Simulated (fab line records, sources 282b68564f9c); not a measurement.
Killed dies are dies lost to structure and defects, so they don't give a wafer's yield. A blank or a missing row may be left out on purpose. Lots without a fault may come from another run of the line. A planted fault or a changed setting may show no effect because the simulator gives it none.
Split-lot experiment | flow rit_cmos | 5 lots, 23 wafers read, on a route of 202 steps

THE SPLIT
At RIT_PSD_IMPLANT_08, the setting energy_kev was moved away from the recipe's 27 on 9 of the 23 wafers read, by -4.1% to +4.3%. The other wafers ran this setting at the recipe's value.

FROM THE SPLIT TO THE READING: what the file shows between them, 3 steps
- RIT_PSD_STRIP_09: strips in O2, time 180 s
- RIT_SDANNEAL_CLEAN_02: cleans in SC2, time 600 s
- RIT_SDANNEAL_RTA_03: time 5 s

THE READING
PSD_RS, in ohm/sq, at RIT_SDANNEAL_RS_MEAS_04 (measures by four-point-probe). Fault-free wafers of this fab line usually give 115.8 ohm/sq, standard deviation 0.34 ohm/sq.

wafer  | tool, chamber at the split | energy_kev as run | against the recipe | PSD_RS, ohm/sq | against lot-mates on the recipe
L074.1 | implanter-03, 0            | 28.15             | +4.3%              | 113.8          | -2.4
L074.2 | implanter-03, 0            | 28.15             | +4.3%              | 114.0          | -2.2
L074.3 | implanter-03, 0            | 27                | recipe             | 116.2          | -
L074.5 | implanter-03, 0            | 27                | recipe             | 116.2          | -
L074.6 | implanter-03, 0            | 28.15             | +4.3%              | 113.7          | -2.5
L078.1 | implanter-03, 0            | 27.81             | +3.0%              | 114.2          | -1.6
L078.3 | implanter-03, 0            | 27                | recipe             | 115.7          | -
L078.4 | implanter-03, 0            | 27.81             | +3.0%              | 114.2          | -1.6
L078.5 | implanter-03, 0            | 27                | recipe             | 115.9          | -
L078.6 | implanter-03, 0            | 27.81             | +3.0%              | 114.0          | -1.8
L079.1 | implanter-03, 0            | 27                | recipe             | 115.6          | -
L079.4 | implanter-03, 0            | 27                | recipe             | 115.5          | -
L079.5 | implanter-03, 0            | 27                | recipe             | 115.4          | -
L082.2 | implanter-02, 0            | 25.89             | -4.1%              | 117.4          | +2.4
L082.3 | implanter-02, 0            | 27                | recipe             | 114.8          | -
L082.4 | implanter-02, 0            | 27                | recipe             | 115.2          | -
L082.5 | implanter-02, 0            | 25.89             | -4.1%              | 117.6          | +2.6
L082.6 | implanter-02, 0            | 25.89             | -4.1%              | 117.7          | +2.7
L085.1 | implanter-02, 0            | 27                | recipe             | 115.9          | -
L085.2 | implanter-02, 0            | 27                | recipe             | 115.9          | -
L085.3 | implanter-02, 0            | 27                | recipe             | 115.7          | -
L085.4 | implanter-02, 0            | 27                | recipe             | 115.7          | -
L085.6 | implanter-02, 0            | 27                | recipe             | 116.0          | -

THE FIT
A straight line over all 23 wafers: PSD_RS changes by -0.46 ohm/sq for each +1% of energy_kev; r = -0.96; the points scatter about the line by 0.32 ohm/sq.
The same after taking each lot's own level away (the mean of its wafers on the recipe; 23 wafers): -0.585 ohm/sq for each +1%; r = -1.00; scatter 0.14 ohm/sq.
On that fit, the largest move of energy_kev shifts the reading by 2.5 ohm/sq.
The lots' own levels span 115.00 to 116.20 ohm/sq, that is 3.5 times the standard deviation above.
So the lot-to-lot level changes the slope: the two fits differ.
Check: with one of the wafers moved furthest among these (+4.3%) left out of the fit, the line predicts -2.45 ohm/sq for it against its lot-mates. It came out at -2.4 ohm/sq against them.

OTHER SPLITS ON THESE WAFERS
These wafers also went through other splits before the reading. Each is held against what the fit with the lots' levels taken away leaves over:
other split on the same wafers     | wafers away from the commonest value | r with PSD_RS (lot level and that fit taken away)
RIT_GATE_OXIDATION_05 temp_c       | 18                                   | +0.02
RIT_GATE_DEVELOP_15 develop_time_s | 7                                    | -0.23
RIT_NSD_IMPLANT_08 energy_kev      | 10                                   | +0.20

THE WHOLE CHAIN: every reading that the file lists as answering this split, in the file's order
step                    | what it does                 | reading                                                         | change (the file's fit)                | r (the file's)
RIT_PSD_IMPLANT_08      |                              | implant.rp_nm (the simulator's own value, which no gauge read)  | +0.177 nm for each +1% of the setting  | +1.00
RIT_PSD_IMPLANT_08      |                              | implant.drp_nm (the simulator's own value, which no gauge read) | +0.0847 nm for each +1% of the setting | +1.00
RIT_SDANNEAL_RS_MEAS_04 | measures by four-point-probe | PSD_RS                                                          | -0.58 for each +1% of the setting      | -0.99

THE FILE'S OWN FIT
PSD_RS changes by -0.58 ohm/sq for each +1% of energy_kev, r = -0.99.
